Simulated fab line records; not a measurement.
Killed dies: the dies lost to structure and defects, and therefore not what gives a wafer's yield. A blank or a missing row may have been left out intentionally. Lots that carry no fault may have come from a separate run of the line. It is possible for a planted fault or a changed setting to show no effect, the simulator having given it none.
What tool caused it?    flow rit_cmos    7 lots, 21 wafers sampled, at 2 steps of a route of 202

== WHAT THE GAUGES READ, wafer by wafer ==
RIT_M1_CD_MEAS_09: the cd target is 2600 nm.
lot   measured     on         cd_nm (nm)
L591  day 3 12:39  cd_sem-02  2601.9 2600.9 2599.1
L594  day 4 03:00  cd_sem-01  2600.6 2599.8 2597.7
L596  day 4 15:41  cd_sem-02  2599.4 2598.6 2599.3
L598  day 4 23:13  cd_sem-02  2600.8 2601.6 2600.4
L602  day 5 18:03  cd_sem-02  2756.2 2753.8 2755.8
L604  day 6 03:31  cd_sem-01  2730.0 2730.9 2732.3
L611  day 7 15:34  cd_sem-02  2599.9 2596.5 2596.4

== TOOL THAT RAN EACH LOT (tool first, then ch and the chambers of the sampled wafers, then the start) ==
lot   RIT_M1_DEVELOP_08
L591  litho_track-01 ch 0, day 3 12:00
L594  litho_track-02 ch 0, day 4 02:00
L596  litho_track-02 ch 0, day 4 15:00
L598  litho_track-02 ch 0, day 4 23:00
L602  litho_track-03 ch 0, day 5 17:00
L604  litho_track-03 ch 0, day 6 03:00
L611  litho_track-02 ch 0, day 7 15:00
- RIT_M1_DEVELOP_08: develop time 68 s.

== THE ANSWER, worked out from the rows above alone ==
Rule: the usual values come from the lots themselves. The widest of any qualifying gaps counts: lots, ordered by their means at a reading, are off when they make up no more than a third of the lots, leave a main group of 4 or more, and stand apart from it by 3 or more times the standard deviation of that group's means. A main group is skipped when, at the precision printed for the reading in the tables above, its means are all equal. A lot without any number at a reading at which 4 lots or more have one is off too. Any other lot the step has rows for is counted as sound.
Off: L602, L604, at RIT_M1_CD_MEAS_09 (cd_nm). The main group has a mean of 2599.5 nm with a standard deviation of 1.2.
A tool fits if, at a process step before that reading, it ran every lot that is off, and no sound lot after the first of them. Those tools and the gauges at RIT_M1_CD_MEAS_09 are tried in the same way. One candidate fits, namely litho_track-03 at RIT_M1_DEVELOP_08. It ran no sound lot before its first lot that is off in this sample, so the start can't be narrowed down.

== WHAT THE SIMULATOR HAD INSERTED ==
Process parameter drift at RIT_M1_DEVELOP_08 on litho_track-03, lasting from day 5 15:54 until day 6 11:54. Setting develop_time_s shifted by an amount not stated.
Shown lots that were struck: L602, L604. Same finding as the rule above.
